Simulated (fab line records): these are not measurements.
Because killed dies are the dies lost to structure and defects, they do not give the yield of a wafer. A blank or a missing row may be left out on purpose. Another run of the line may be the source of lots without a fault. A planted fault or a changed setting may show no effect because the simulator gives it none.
Which tool did it? + flow rit cmos + 14 lots with 42 wafers sampled at 7 steps, on a route of 202 steps

## WHAT EACH GAUGE READ, for each wafer
RIT_REOX_THK_MEAS_04.
| lot  | measured    | on            | REOX_OXIDE_THK (nm) |
|------|-------------|---------------|---------------------|
| L215 | day 2 16:36 | film metro-01 | 25.5 25.5 25.2      |
| L217 | day 3 01:38 | film metro-01 | 24.7 24.6 24.7      |
| L218 | day 3 08:15 | film metro-01 | 25.9 25.3 25.6      |
| L219 | day 3 15:49 | film metro-02 | 25.2 25.7 25.3      |
| L220 | day 3 17:21 | film metro-02 | 25.0 25.0 25.0      |
| L221 | day 4 00:24 | film metro-03 | 24.9 25.3 24.7      |
| L222 | day 4 05:14 | film metro-01 | 25.3 25.4 25.7      |
| L225 | day 4 17:50 | film metro-01 | 25.0 24.5 25.1      |
| L231 | day 6 00:11 | film metro-02 | 24.6 25.5 24.9      |
| L232 | day 6 08:32 | film metro-01 | 24.2 24.6 24.6      |
| L233 | day 6 13:46 | film metro-01 | 24.7 24.8 24.8      |
| L234 | day 6 17:01 | film metro-01 | 25.2 25.5 25.1      |
| L235 | day 6 21:32 | film metro-03 | 24.7 24.1 24.4      |
| L238 | day 7 14:35 | film metro-02 | 25.6 25.4 25.6      |

RIT_SPACER_THK_MEAS_04.
| lot  | measured    | on            | SPACER_NITRIDE_THK (nm) |
|------|-------------|---------------|-------------------------|
| L215 | day 2 22:04 | film metro-04 | 253.4 254.3 255.0       |
| L217 | day 3 08:16 | film metro-04 | 246.0 247.8 247.8       |
| L218 | day 3 13:40 | film metro-03 | 248.3 249.1 247.9       |
| L219 | day 3 22:13 | film metro-03 | 254.2 254.9 255.9       |
| L220 | day 3 23:11 | film metro-04 | 248.7 249.6 250.3       |
| L221 | day 4 05:50 | film metro-04 | 252.3 254.5 253.6       |
| L222 | day 4 12:08 | film metro-04 | 246.5 247.0 247.8       |
| L225 | day 4 23:28 | film metro-04 | 82.7 83.1 81.3          |
| L231 | day 6 05:47 | film metro-03 | 248.9 248.9 250.2       |
| L232 | day 6 14:24 | film metro-03 | 83.4 81.6 85.6          |
| L233 | day 6 20:05 | film metro-03 | 249.0 247.9 249.8       |
| L234 | day 7 00:44 | film metro-01 | 252.3 253.5 253.8       |
| L235 | day 7 03:49 | film metro-03 | 249.4 249.4 251.2       |
| L238 | day 7 20:45 | film metro-04 | 250.2 250.8 252.1       |

RIT_M1_BOW_MEAS_16.
| lot  | measured    | on            | M1_BOW (um) |
|------|-------------|---------------|-------------|
| L215 | day 3 09:05 | film metro-01 | 5 9 14      |
| L217 | day 3 20:28 | film metro-01 | 3 16 27     |
| L218 | day 4 01:33 | film metro-01 | 16 9 22     |
| L219 | day 4 09:18 | film metro-01 | 16 22 26    |
| L220 | day 4 10:46 | film metro-02 | 8 13 20     |
| L221 | day 4 17:11 | film metro-02 | 21 23 28    |
| L222 | day 4 23:04 | film metro-04 | 26 23 13    |
| L225 | day 5 10:14 | film metro-04 | 3 -3 -5     |
| L231 | day 6 18:08 | film metro-01 | 8 22 17     |
| L232 | day 7 02:05 | film metro-04 | -8 -7 -6    |
| L233 | day 7 07:03 | film metro-02 | 14 19 13    |
| L234 | day 7 11:55 | film metro-01 | 27 26 21    |
| L235 | day 7 14:46 | film metro-01 | 16 29 17    |
| L238 | day 8 07:40 | film metro-02 | 26 6 21     |

## WHICH TOOL RAN EACH LOT (tool, then ch and the chambers of the sampled wafers, then the start)
| lot  | RIT_NLDD_STRIP_09                   | RIT_SPACER_CVD_03          | RIT_SPACER_ETCHBACK_05            | RIT_SDANNEAL_RTA_03             |
|------|-------------------------------------|----------------------------|-----------------------------------|---------------------------------|
| L215 | plasma asher-01 ch 0,1, day 2 18:00 | lpcvd-01 ch 0, day 2 20:09 | rie diel-04 ch 1,2,3, day 2 22:07 | rtp anneal-02 ch 0, day 3 01:40 |
| L217 | plasma asher-03 ch 0,1, day 3 03:08 | lpcvd-02 ch 0, day 3 05:22 | rie diel-01 ch 0,1,2, day 3 08:19 | rtp anneal-02 ch 0, day 3 11:50 |
| L218 | plasma asher-04 ch 0,1, day 3 09:29 | lpcvd-02 ch 1, day 3 11:45 | rie diel-04 ch 1,2,3, day 3 13:43 | rtp anneal-01 ch 0, day 3 17:13 |
| L219 | plasma asher-01 ch 0,1, day 3 17:14 | lpcvd-01 ch 0, day 3 19:20 | rie diel-04 ch 0,3, day 3 22:16   | rtp anneal-02 ch 0, day 4 01:55 |
| L220 | plasma asher-03 ch 0,1, day 3 18:36 | lpcvd-02 ch 1, day 3 21:16 | rie diel-02 ch 0,1,2, day 3 23:14 | rtp anneal-01 ch 0, day 4 03:02 |
| L221 | plasma asher-03 ch 0,1, day 4 01:49 | lpcvd-02 ch 1, day 4 03:54 | rie diel-04 ch 0,3, day 4 05:53   | rtp anneal-02 ch 0, day 4 09:37 |
| L222 | plasma asher-03 ch 0,1, day 4 06:44 | lpcvd-01 ch 1, day 4 09:15 | rie diel-02 ch 0,1,2, day 4 12:11 | rtp anneal-01 ch 0, day 4 15:43 |
| L225 | plasma asher-03 ch 0,1, day 4 19:07 | lpcvd-02 ch 1, day 4 21:32 | rie diel-02 ch 2,3, day 4 23:31   | rtp anneal-02 ch 0, day 5 03:01 |
| L231 | plasma asher-01 ch 0,1, day 6 01:44 | lpcvd-01 ch 1, day 6 03:50 | rie diel-04 ch 2,3, day 6 05:49   | rtp anneal-02 ch 0, day 6 09:29 |
| L232 | plasma asher-04 ch 0,1, day 6 10:06 | lpcvd-02 ch 1, day 6 12:29 | rie diel-04 ch 0,1,2, day 6 14:28 | rtp anneal-01 ch 0, day 6 17:49 |
| L233 | plasma asher-01 ch 0,1, day 6 15:00 | lpcvd-01 ch 1, day 6 17:12 | rie diel-02 ch 0,1,3, day 6 20:08 | rtp anneal-02 ch 0, day 6 23:41 |
| L234 | plasma asher-03 ch 0,1, day 6 18:16 | lpcvd-01 ch 0, day 6 20:25 | rie diel-02 ch 1,2, day 7 00:47   | rtp anneal-01 ch 0, day 7 04:17 |
| L235 | plasma asher-01 ch 0,1, day 6 22:52 | lpcvd-01 ch 1, day 7 00:54 | rie diel-04 ch 0,1, day 7 03:50   | rtp anneal-02 ch 0, day 7 07:29 |
| L238 | plasma asher-03 ch 0,1, day 7 15:50 | lpcvd-01 ch 1, day 7 17:52 | rie diel-04 ch 0,3, day 7 20:49   | rtp anneal-01 ch 0, day 8 00:10 |
- RIT_NLDD_STRIP_09: strips in O2, time 180 s.
- RIT_SPACER_CVD_03: deposits Si3N4 from SiH2Cl2/NH3, target thk 250 nm, time 3300 s.
- RIT_SPACER_ETCHBACK_05: etches Si3N4 in SF6/CHF3, stops on SiO2, target depth 250 nm, time 240 s.
- RIT_SDANNEAL_RTA_03: time 5 s.

## AS READ BY THE TOOLS THEMSELVES (means over the sampled wafers that have a number; for cases with no such wafer, the mark the record gives instead)
RIT_NLDD_STRIP_09.
| lot  | tool            | drypump motor current A (A) | o2 flow sccm (sccm) |
|------|-----------------|-----------------------------|---------------------|
| L215 | plasma asher-01 | 5.6                         | 4001                |
| L217 | plasma asher-03 | 5.3                         | 3999                |
| L218 | plasma asher-04 | 5.6                         | 3993                |
| L219 | plasma asher-01 | 5.9                         | 3999                |
| L220 | plasma asher-03 | 5.5                         | 3996                |
| L221 | plasma asher-03 | 5.2                         | 3996                |
| L222 | plasma asher-03 | 5.5                         | 3993                |
| L225 | plasma asher-03 | 5.3                         | 3995                |
| L231 | plasma asher-01 | 5.6                         | 3998                |
| L232 | plasma asher-04 | 5.6                         | 4000                |
| L233 | plasma asher-01 | 5.9                         | 3998                |
| L234 | plasma asher-03 | 5.3                         | 3999                |
| L235 | plasma asher-01 | 5.9                         | 4013                |
| L238 | plasma asher-03 | 5.5                         | 4004                |

RIT_SPACER_CVD_03.
| lot  | tool     | zone power load pct (%) |
|------|----------|-------------------------|
| L215 | lpcvd-01 | 25.3                    |
| L217 | lpcvd-02 | 23.9                    |
| L218 | lpcvd-02 | 21.3                    |
| L219 | lpcvd-01 | 25.3                    |
| L220 | lpcvd-02 | 21.4                    |
| L221 | lpcvd-02 | 21.2                    |
| L222 | lpcvd-01 | 18.3                    |
| L225 | lpcvd-02 | 21.3                    |
| L231 | lpcvd-01 | 18.6                    |
| L232 | lpcvd-02 | 21.3                    |
| L233 | lpcvd-01 | 18.6                    |
| L234 | lpcvd-01 | 25.2                    |
| L235 | lpcvd-01 | 18.6                    |
| L238 | lpcvd-01 | 18.7                    |

RIT_SPACER_ETCHBACK_05.
| lot  | tool        | drypump motor current A (A) | oes product au (a.u.) | throttle valve pct (%) |
|------|-------------|-----------------------------|-----------------------|------------------------|
| L215 | rie diel-04 | 6.2                         | 0.853                 | 10.40                  |
| L217 | rie diel-01 | 6.4                         | 0.831                 | 10.18                  |
| L218 | rie diel-04 | 6.2                         | 0.837                 | 10.40                  |
| L219 | rie diel-04 | 6.6                         | 0.853                 | 10.50                  |
| L220 | rie diel-02 | 5.5                         | 0.856                 | 10.21                  |
| L221 | rie diel-04 | 6.6                         | 0.856                 | 10.41                  |
| L222 | rie diel-02 | 5.5                         | 0.850                 | 10.22                  |
| L225 | rie diel-02 | 5.9                         | 0.434                 | 10.17                  |
| L231 | rie diel-04 | 6.2                         | 0.838                 | 10.45                  |
| L232 | rie diel-04 | 6.1                         | 0.440                 | 10.15                  |
| L233 | rie diel-02 | 5.8                         | 0.840                 | 10.19                  |
| L234 | rie diel-02 | 5.6                         | 0.870                 | 10.16                  |
| L235 | rie diel-04 | 6.5                         | 0.853                 | 10.38                  |
| L238 | rie diel-04 | 6.6                         | 0.855                 | 10.40                  |

RIT_SDANNEAL_RTA_03.
| lot  | tool          | wafer_temp_C_max |
|------|---------------|------------------|
| L215 | rtp anneal-02 | 1052.6           |
| L217 | rtp anneal-02 | 1054.2           |
| L218 | rtp anneal-01 | 1052.6           |
| L219 | rtp anneal-02 | 1052.1           |
| L220 | rtp anneal-01 | 1053.2           |
| L221 | rtp anneal-02 | 1053.7           |
| L222 | rtp anneal-01 | 1052.7           |
| L225 | rtp anneal-02 | 1053.9           |
| L231 | rtp anneal-02 | 1053.6           |
| L232 | rtp anneal-01 | 1052.9           |
| L233 | rtp anneal-02 | 1054.6           |
| L234 | rtp anneal-01 | 1054.8           |
| L235 | rtp anneal-02 | 1052.6           |
| L238 | rtp anneal-01 | 1054.2           |

## THE ANSWER, worked out from the rows above alone
Rule: what is usual is taken from the lots themselves. Put in order of their means at a reading, lots are off if they are a third of the lots or fewer, leave a main group of 4 or more, and stand apart from it by a gap of 3 or more times the standard deviation of the main group's means; of several such gaps the widest counts. Not used: any main group whose means are identical at the precision the tables above print for the reading. A lot without any number at a reading at which 4 lots or more have one is off too. Any other lot the step has rows for is counted as sound. First the gauges in route order, then the tools' own readings, where a lot's mean is used as printed above. At the first step where some lot is off, the reading lying furthest off is the one used; lots without a number count as furthest.
Off: at RIT_SPACER_THK_MEAS_04 (SPACER_NITRIDE_THK), L225, L232. Main group: mean 250.6 nm, sd 2.6.
A tool fits if, at a process step before that reading, it ran every lot that is off, and no sound lot after the first of them. The gauges at RIT_SPACER_THK_MEAS_04 aren't tried: what is off there is off at RIT_SPACER_ETCHBACK_05 too, on other tools, and a gauge's error can't cause that. One fits: RIT_SPACER_CVD_03 on lpcvd-02. A fault onset in the window from L221 (day 4 03:54, its last sound lot) to L225 (day 4 21:32, its first lot off) fits.

## WHAT THE SIMULATOR HAD INSERTED
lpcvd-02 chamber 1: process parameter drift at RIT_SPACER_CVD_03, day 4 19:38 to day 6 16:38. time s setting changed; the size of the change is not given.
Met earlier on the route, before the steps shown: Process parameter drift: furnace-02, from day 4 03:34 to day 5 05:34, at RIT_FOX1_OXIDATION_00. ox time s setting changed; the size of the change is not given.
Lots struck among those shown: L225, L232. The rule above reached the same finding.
